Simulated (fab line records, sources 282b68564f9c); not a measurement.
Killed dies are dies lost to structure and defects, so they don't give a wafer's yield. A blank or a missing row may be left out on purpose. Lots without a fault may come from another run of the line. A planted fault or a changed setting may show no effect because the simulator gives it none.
Which tool did it? | flow rit_cmos | 14 lots, 42 wafers sampled, at 2 steps of a route of 202

WHAT THE GAUGES READ, wafer by wafer
RIT_GATE_THK_MEAS_09. Usual: GATE_POLY_THK 248.0 nm, standard deviation 2.2.
lot  | measured    | on            | GATE_POLY_THK (nm) | flag
L964 | day 2 16:52 | film_metro-03 | 248.8 248.7 245.9  |
L965 | day 2 22:23 | film_metro-04 | 250.5 251.9 251.6  |
L966 | day 3 02:53 | film_metro-04 | 247.3 244.9 248.2  |
L967 | day 3 07:03 | film_metro-02 | 249.1 248.2 247.9  |
L968 | day 3 13:29 | film_metro-03 | 248.0 244.8 244.4  |
L969 | day 3 17:19 | film_metro-03 | 246.3 245.2 246.2  |
L970 | day 3 23:22 | film_metro-04 | 249.2 248.7 246.7  |
L971 | day 4 04:28 | film_metro-04 | 251.3 250.8 252.3  |
L972 | day 4 08:25 | film_metro-02 | 244.7 247.4 246.8  |
L973 | day 4 14:04 | film_metro-04 | 249.4 250.0 250.5  |
L979 | day 5 20:58 | film_metro-02 | 440.7 435.7 438.9  | OFF
L981 | day 6 05:09 | film_metro-02 | 436.3 435.1 434.4  | OFF
L983 | day 6 20:21 | film_metro-02 | 248.3 247.7 247.6  |
L986 | day 7 08:53 | film_metro-03 | 248.9 248.0 247.5  |

WHICH TOOL RAN EACH LOT (tool, then ch and the chambers of the sampled wafers, then the start)
lot  | RIT_GATE_CVD_08
L964 | lpcvd-01 ch 1, day 2 15:14
L965 | lpcvd-01 ch 0, day 2 20:45
L966 | lpcvd-01 ch 1, day 3 01:17
L967 | lpcvd-02 ch 1, day 3 05:26
L968 | lpcvd-02 ch 1, day 3 11:53
L969 | lpcvd-01 ch 0, day 3 15:41
L970 | lpcvd-02 ch 1, day 3 21:44
L971 | lpcvd-02 ch 1, day 4 02:50
L972 | lpcvd-02 ch 1, day 4 06:47
L973 | lpcvd-01 ch 0, day 4 11:38
L979 | lpcvd-01 ch 1, day 5 19:19
L981 | lpcvd-01 ch 0, day 6 03:32
L983 | lpcvd-02 ch 1, day 6 17:54
L986 | lpcvd-02 ch 1, day 7 07:15
- RIT_GATE_CVD_08: deposits poly-Si from SiH4, target thk 250 nm, time 2220 s.

WHAT THE TOOLS THEMSELVES READ (means of the sampled wafers that have a number; where no wafer has one, the mark that the record gives instead)
The record holds no such reading with a usual standard deviation.

THE ANSWER, worked out from the rows above alone
Rule: a lot is off if the mean of its wafers that have a number lies more than 3 standard deviations from the usual mean. A lot without any number at a reading at which 4 lots or more have one is off too. The other lots that the step has rows for count as sound. The gauges are gone through in route order, then the tools' own readings, and for those a lot's mean is taken as printed above. The first step at which some lot is off is used, and at that step the reading that is off furthest; a lot without a number counts as furthest.
Off: L979, L981, at RIT_GATE_THK_MEAS_09 (GATE_POLY_THK).
A tool fits if, at a process step before that reading, it ran every lot that is off, and no sound lot after the first of them. The gauges at RIT_GATE_THK_MEAS_09 are tried like those tools. One fits: lpcvd-01 at RIT_GATE_CVD_08. Its last sound lot is L973 (day 4 11:38), its first lot that is off L979 (day 5 19:19): a fault that began between those two fits.

WHAT THE SIMULATOR HAD PUT IN
Process parameter drift: lpcvd-01, from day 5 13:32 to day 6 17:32, at RIT_GATE_CVD_08. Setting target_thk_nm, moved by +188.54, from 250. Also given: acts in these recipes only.
Lots struck among those shown: L979, L981. The rule above found the same.
